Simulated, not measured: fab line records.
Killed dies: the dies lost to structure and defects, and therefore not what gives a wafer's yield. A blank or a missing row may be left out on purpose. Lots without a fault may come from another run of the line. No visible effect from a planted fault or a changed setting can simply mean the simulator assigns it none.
Split-lot experiment || flow berkeleyCmos170 || 23 wafers read from 5 lots, route of 331 steps

THE SPLIT ITSELF
At UCB170_M2_METAL_ETCH_18 (etches Al in Cl2/BCl3, stops on SiO2, target depth 1170 nm, time 195 s), the setting timeS was moved away from the recipe's 195 s on 5 of the 23 wafers read, by +6.6% to +10.7%. For the rest of the wafers, this setting stayed at what the recipe calls for.

Split to reading: the file shows no intervening step.

THE READING
oesProductAu, in a.u., at UCB170_M2_STRIP_19 (strips in O2). Typical for fault-free wafers on this fab line: 0.536 a.u., with standard deviation 0.025 a.u.

{"wafer": "L074.1", "tool, chamber at the split": "rieMetal-03, 1", "timeS as run, s": 195, "against the recipe": "recipe", "oesProductAu, a.u.": 0.573, "against lot-mates on the recipe": "-"}
{"wafer": "L074.2", "tool, chamber at the split": "rieMetal-03, 0", "timeS as run, s": 195, "against the recipe": "recipe", "oesProductAu, a.u.": 0.564, "against lot-mates on the recipe": "-"}
{"wafer": "L074.3", "tool, chamber at the split": "rieMetal-03, 1", "timeS as run, s": 195, "against the recipe": "recipe", "oesProductAu, a.u.": 0.582, "against lot-mates on the recipe": "-"}
{"wafer": "L074.4", "tool, chamber at the split": "rieMetal-03, 0", "timeS as run, s": 195, "against the recipe": "recipe", "oesProductAu, a.u.": 0.552, "against lot-mates on the recipe": "-"}
{"wafer": "L074.5", "tool, chamber at the split": "rieMetal-03, 0", "timeS as run, s": 195, "against the recipe": "recipe", "oesProductAu, a.u.": 0.560, "against lot-mates on the recipe": "-"}
{"wafer": "L076.1", "tool, chamber at the split": "rieMetal-04, 0", "timeS as run, s": 195, "against the recipe": "recipe", "oesProductAu, a.u.": 0.579, "against lot-mates on the recipe": "-"}
{"wafer": "L076.2", "tool, chamber at the split": "rieMetal-04, 1", "timeS as run, s": 195, "against the recipe": "recipe", "oesProductAu, a.u.": 0.543, "against lot-mates on the recipe": "-"}
{"wafer": "L076.3", "tool, chamber at the split": "rieMetal-04, 1", "timeS as run, s": 215.8, "against the recipe": "+10.7%", "oesProductAu, a.u.": 0.427, "against lot-mates on the recipe": -0.135}
{"wafer": "L076.4", "tool, chamber at the split": "rieMetal-04, 0", "timeS as run, s": 195, "against the recipe": "recipe", "oesProductAu, a.u.": 0.563, "against lot-mates on the recipe": "-"}
{"wafer": "L076.5", "tool, chamber at the split": "rieMetal-04, 1", "timeS as run, s": 215.8, "against the recipe": "+10.7%", "oesProductAu, a.u.": 0.451, "against lot-mates on the recipe": -0.111}
{"wafer": "L083.2", "tool, chamber at the split": "rieMetal-03, 1", "timeS as run, s": 207.8, "against the recipe": "+6.6%", "oesProductAu, a.u.": 0.508, "against lot-mates on the recipe": -0.052}
{"wafer": "L083.3", "tool, chamber at the split": "rieMetal-03, 1", "timeS as run, s": 195, "against the recipe": "recipe", "oesProductAu, a.u.": 0.547, "against lot-mates on the recipe": "-"}
{"wafer": "L083.4", "tool, chamber at the split": "rieMetal-03, 0", "timeS as run, s": 207.8, "against the recipe": "+6.6%", "oesProductAu, a.u.": 0.511, "against lot-mates on the recipe": -0.049}
{"wafer": "L083.5", "tool, chamber at the split": "rieMetal-03, 1", "timeS as run, s": 195, "against the recipe": "recipe", "oesProductAu, a.u.": 0.573, "against lot-mates on the recipe": "-"}
{"wafer": "L083.6", "tool, chamber at the split": "rieMetal-03, 0", "timeS as run, s": 207.8, "against the recipe": "+6.6%", "oesProductAu, a.u.": 0.497, "against lot-mates on the recipe": -0.063}
{"wafer": "L082.1", "tool, chamber at the split": "rieMetal-02, 0", "timeS as run, s": 195, "against the recipe": "recipe", "oesProductAu, a.u.": 0.559, "against lot-mates on the recipe": "-"}
{"wafer": "L082.2", "tool, chamber at the split": "rieMetal-02, 1", "timeS as run, s": 195, "against the recipe": "recipe", "oesProductAu, a.u.": 0.499, "against lot-mates on the recipe": "-"}
{"wafer": "L082.3", "tool, chamber at the split": "rieMetal-02, 0", "timeS as run, s": 195, "against the recipe": "recipe", "oesProductAu, a.u.": 0.521, "against lot-mates on the recipe": "-"}
{"wafer": "L082.4", "tool, chamber at the split": "rieMetal-02, 1", "timeS as run, s": 195, "against the recipe": "recipe", "oesProductAu, a.u.": 0.522, "against lot-mates on the recipe": "-"}
{"wafer": "L082.5", "tool, chamber at the split": "rieMetal-02, 1", "timeS as run, s": 195, "against the recipe": "recipe", "oesProductAu, a.u.": 0.526, "against lot-mates on the recipe": "-"}
{"wafer": "L084.1", "tool, chamber at the split": "rieMetal-02, 1", "timeS as run, s": 195, "against the recipe": "recipe", "oesProductAu, a.u.": 0.519, "against lot-mates on the recipe": "-"}
{"wafer": "L084.4", "tool, chamber at the split": "rieMetal-02, 1", "timeS as run, s": 195, "against the recipe": "recipe", "oesProductAu, a.u.": 0.510, "against lot-mates on the recipe": "-"}
{"wafer": "L084.5", "tool, chamber at the split": "rieMetal-02, 1", "timeS as run, s": 195, "against the recipe": "recipe", "oesProductAu, a.u.": 0.507, "against lot-mates on the recipe": "-"}

FIT RESULTS
A straight line over all 23 wafers: oesProductAu changes by -0.00858 a.u. for each +1% of timeS; r = -0.78; the points scatter about the line by 0.026 a.u.
The same after taking each lot's own level away (the mean of its wafers on the recipe; 23 wafers): -0.0104 a.u. for each +1%; r = -0.93; scatter 0.015 a.u.
According to that fit, moving timeS by its largest amount changes the reading by 0.11 a.u.
From 0.5120 to 0.5662 a.u.: that is the span of the lots' own levels, equal to 2.2 times the standard deviation above.
So the lot-to-lot level blurs the effect unless lot-mates are compared.
Check: for one of the wafers moved furthest among these (+10.7%), held out of the fit, the line's prediction against its lot-mates is -0.0992 a.u. Against them it came out at -0.135 a.u.

OTHER SPLITS APPLIED TO THESE WAFERS
Before the reading, these wafers also passed through other splits. Each is held against what the fit with the lots' levels taken away leaves over:
{"other split on the same wafers": "UCB170_CONTACT_COAT_10 resistThkNm", "wafers away from the commonest value": 9, "r with oesProductAu (lot level and that fit taken away)": "+0.01"}
{"other split on the same wafers": "UCB170_M1_SPUTTER_00 powerW", "wafers away from the commonest value": 9, "r with oesProductAu (lot level and that fit taken away)": "+0.08"}
{"other split on the same wafers": "UCB170_M2_COAT_10 spinRpm", "wafers away from the commonest value": 12, "r with oesProductAu (lot level and that fit taken away)": -0.16}

THE WHOLE CHAIN: every reading that the file lists as answering this split, in the file's order
{"step": "UCB170_M2_METAL_ETCH_18", "what it does": "etches Al in Cl2/BCl3, stops on SiO2, target depth 1170 nm, time 195 s", "reading": "KrF_of_M2_COAT_10.thkNm (the simulator's own value, which no gauge read)", "change (the file's fit)": "-9.77 nm for each +1% of the setting", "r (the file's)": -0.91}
{"step": "UCB170_M2_METAL_ETCH_18", "what it does": "etches Al in Cl2/BCl3, stops on SiO2, target depth 1170 nm, time 195 s", "reading": "SiO2_of_V1_CVD_00.thkNm (the simulator's own value, which no gauge read)", "change (the file's fit)": "-0.932 nm for each +1% of the setting", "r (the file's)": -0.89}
{"step": "UCB170_M2_STRIP_19", "what it does": "strips in O2", "reading": "oesProductAu", "change (the file's fit)": "-0.0107 a.u. for each +1% of the setting", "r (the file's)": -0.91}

THE FILE'S OWN FIT
oesProductAu changes by -0.0107 a.u. for each +1% of timeS, r = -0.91.
